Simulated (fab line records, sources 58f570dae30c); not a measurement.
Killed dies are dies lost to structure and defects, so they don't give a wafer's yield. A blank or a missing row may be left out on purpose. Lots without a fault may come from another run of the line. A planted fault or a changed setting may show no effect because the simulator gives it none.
A struck lot beside a sound one | flow berkeley_cmos170 | 24 steps out of a route of 331
Sound: wafers L265.1, L265.3, L265.4. Struck: wafers L272.1, L272.2, L272.4. The cause comes at the end.
At each step with rows: each side's tool, then ch and its chambers, then its first start. Under that, the readings that differ: sound wafers | struck wafers | difference of the means | sigmas: that difference in standard deviations of wafers without a fault.
alike: readings whose means differ by less than 2 such deviations, and words and numbers that are the same on both sides. not compared: withheld readings, readings that some wafer has no value for, bounds like >300 that may hide the same value, and numbers for which the record gives no deviation and whose values overlap.
The two part at a step that has a row with sigmas, a row that says differs or no value, or rows on one side only. Numbers that don't overlap but have no deviation are shown without sigmas and don't part them. A reading that every wafer of one side lacks parts them only if that side has two wafers or more.

first, 4 steps without rows for these wafers: UCB170_PLDD_SOFTBAKE_02 (time 60 s); UCB170_PLDD_EXPOSE_03 (exposes mask PSELECT, target cd 1200 nm); UCB170_PLDD_PEB_04; UCB170_PLDD_DEVELOP_05 (develop time 45 s).
UCB170_PLDD_CD_MEAS_06: target cd 1200 nm.
  sound on cd_sem-02, day 6 08:19; struck on cd_sem-01, day 7 21:14
  alike: cd_nm
UCB170_PLDD_OVL_MEAS_07:
  sound on overlay-02, day 6 08:27; struck on overlay-02, day 7 21:22
  reading       | sound     | struck | difference | sigmas
  PLDD_OVL (nm) | 1 -13 -13 | 3 4 4  | +12        | +2
then, 2 steps without rows for these wafers: UCB170_PLDD_IMPLANT_08; UCB170_PLDD_IMPLANT_09.
UCB170_PLDD_STRIP_10: strips in O2.
  sound on plasma_asher-03 ch 0,1, day 6 08:47; struck on plasma_asher-04 ch 0,1, day 7 21:42
  alike: drypump_motor_current_A, oes_product_au, strip_time_to_endpoint_s
  not compared: rf_hours_counter_h
UCB170_PLDD_TW_MEAS_11:
  sound on film_metro-04, day 6 08:53; struck on film_metro-02, day 7 21:56
  alike: PLDD_TW
then, 2 steps without rows for these wafers: UCB170_PLDD_CLEAN_12 (cleans in SPM, time 600 s); UCB170_NLDD_HMDS_00 (prime time 60 s).
UCB170_NLDD_COAT_01: resist thk 900 nm.
  sound on litho_track-04 ch 0, day 6 09:44; struck on litho_track-04 ch 0, day 7 22:19
  reading                               | sound             | struck          | difference | sigmas
  model.KrF_of_NLDD_COAT_01.thk_nm (nm) | 899.3 900.5 899.7 | 868.6 866.8 868 | -32.0      |
then, 3 steps without rows for these wafers: UCB170_NLDD_SOFTBAKE_02 (time 60 s); UCB170_NLDD_EXPOSE_03 (exposes mask NSELECT, target cd 1200 nm); UCB170_NLDD_PEB_04.
UCB170_NLDD_DEVELOP_05: develop time 45 s.
  sound on litho_track-04 ch 0; struck on litho_track-04 ch 0
  reading                               | sound             | struck            | difference | sigmas
  model.KrF_of_NLDD_COAT_01.thk_nm (nm) | 885.1 886.3 885.5 | 854.5 852.6 853.8 | -32.0      |
  alike: developer_temp_C
UCB170_NLDD_CD_MEAS_06: target cd 1200 nm.
  sound on cd_sem-01, day 6 10:46; struck on cd_sem-01, day 7 23:20
  alike: cd_nm
UCB170_NLDD_OVL_MEAS_07:
  sound on overlay-02, day 6 10:53; struck on overlay-01, day 7 23:28
  alike: NLDD_OVL
then, 2 steps without rows for these wafers: UCB170_NLDD_IMPLANT_08; UCB170_NLDD_IMPLANT_09.
UCB170_NLDD_STRIP_10: strips in O2.
  sound on plasma_asher-04 ch 0,1, day 6 11:13; struck on plasma_asher-01 ch 0,1, day 7 23:48
  reading                      | sound             | struck            | difference | sigmas
  strip_time_to_endpoint_s (s) | 21.60 21.65 21.60 | 20.89 20.82 20.85 | -0.76      | -12
  alike: drypump_motor_current_A, oes_product_au
  not compared: rf_hours_counter_h
UCB170_NLDD_TW_MEAS_11:
  sound on film_metro-04, day 6 11:19; struck on film_metro-02, day 7 23:54
  reading | sound          | struck         | difference | sigmas
  NLDD_TW | 2247 2248 2227 | 2206 2218 2219 | -26        | -2
UCB170_M3_PROBE_99:
  the record has rows for the sound wafers here (prober-01, day 8 03:05) and none for the struck ones

WHERE THEY PART
First at UCB170_PLDD_OVL_MEAS_07; last, within this record, at UCB170_M3_PROBE_99.

WHY: what the simulator had put in
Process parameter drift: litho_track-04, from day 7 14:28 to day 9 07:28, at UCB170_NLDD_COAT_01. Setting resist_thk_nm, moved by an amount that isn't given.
